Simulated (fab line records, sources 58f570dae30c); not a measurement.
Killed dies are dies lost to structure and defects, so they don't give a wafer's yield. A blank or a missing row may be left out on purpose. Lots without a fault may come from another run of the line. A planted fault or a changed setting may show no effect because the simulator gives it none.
Split-lot experiment | flow berkeley_cmos170 | 5 lots, 23 wafers read, on a route of 331 steps

THE SPLIT
At UCB170_PVT_IMPLANT_07, the setting dose_cm2 was moved away from the recipe's 2e+12 on 8 of the 23 wafers read, by -3.5% to +5.6%. The other wafers ran this setting at the recipe's value.

FROM THE SPLIT TO THE READING: what the file shows between them, 1 step
- UCB170_PVT_STRIP_08: strips in O2

THE READING
PVT_TW, at UCB170_PVT_TW_MEAS_09. Fault-free wafers of this fab line usually give 507, standard deviation 3.9.

wafer  | tool, chamber at the split | dose_cm2 as run | against the recipe | PVT_TW | against lot-mates on the recipe
L074.1 | implanter-01, 0            | 2e+12           | recipe             | 505    | -
L074.2 | implanter-01, 0            | 2e+12           | recipe             | 508    | -
L074.4 | implanter-01, 0            | 2e+12           | recipe             | 509    | -
L075.1 | implanter-03, 0            | 1.93e+12        | -3.5%              | 499    | -8
L075.3 | implanter-03, 0            | 2e+12           | recipe             | 506    | -
L075.4 | implanter-03, 0            | 2e+12           | recipe             | 507    | -
L075.5 | implanter-03, 0            | 1.93e+12        | -3.5%              | 502    | -4
L075.6 | implanter-03, 0            | 1.93e+12        | -3.5%              | 500    | -6
L077.2 | implanter-01, 0            | 2e+12           | recipe             | 516    | -
L077.3 | implanter-01, 0            | 2e+12           | recipe             | 516    | -
L077.4 | implanter-01, 0            | 2.099e+12       | +5.0%              | 522    | +6
L077.5 | implanter-01, 0            | 2.099e+12       | +5.0%              | 522    | +6
L077.6 | implanter-01, 0            | 2.099e+12       | +5.0%              | 525    | +9
L078.1 | implanter-01, 0            | 2e+12           | recipe             | 504    | -
L078.3 | implanter-01, 0            | 2e+12           | recipe             | 505    | -
L078.4 | implanter-01, 0            | 2e+12           | recipe             | 504    | -
L078.5 | implanter-01, 0            | 2e+12           | recipe             | 505    | -
L078.6 | implanter-01, 0            | 2e+12           | recipe             | 502    | -
L081.1 | implanter-03, 0            | 2.113e+12       | +5.6%              | 514    | +8
L081.3 | implanter-03, 0            | 2e+12           | recipe             | 507    | -
L081.4 | implanter-03, 0            | 2e+12           | recipe             | 506    | -
L081.5 | implanter-03, 0            | 2.113e+12       | +5.6%              | 512    | +6
L081.6 | implanter-03, 0            | 2e+12           | recipe             | 505    | -

THE FIT
A straight line over all 23 wafers: PVT_TW changes by +2.13 for each +1% of dose_cm2; r = +0.81; the points scatter about the line by 4.4.
The same after taking each lot's own level away (the mean of its wafers on the recipe; 23 wafers): +1.45 for each +1%; r = +0.95; scatter 1.3.
On that fit, the largest move of dose_cm2 shifts the reading by 8.2.
The lots' own levels span 504.0 to 516.0, that is 3.1 times the standard deviation above.
So the lot-to-lot level changes the slope: the two fits differ.
Check: with one of the wafers moved furthest among these (+5.6%) left out of the fit, the line predicts +7.89 for it against its lot-mates. It came out at +8 against them.

OTHER SPLITS ON THESE WAFERS
These wafers also went through other splits before the reading. Each is held against what the fit with the lots' levels taken away leaves over:
other split on the same wafers      | wafers away from the commonest value | r with PVT_TW (lot level and that fit taken away)
UCB170_PWELL_CVD_05 time_s          | 15                                   | -0.16
UCB170_PWELL_IMPLANT_15 dose_cm2    | 10                                   | -0.01
UCB170_PFIELD_IMPLANT_07 energy_kev | 6                                    | +0.10

THE FILE'S OWN FIT
PVT_TW changes by +1.38 for each +1% of dose_cm2, r = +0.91.
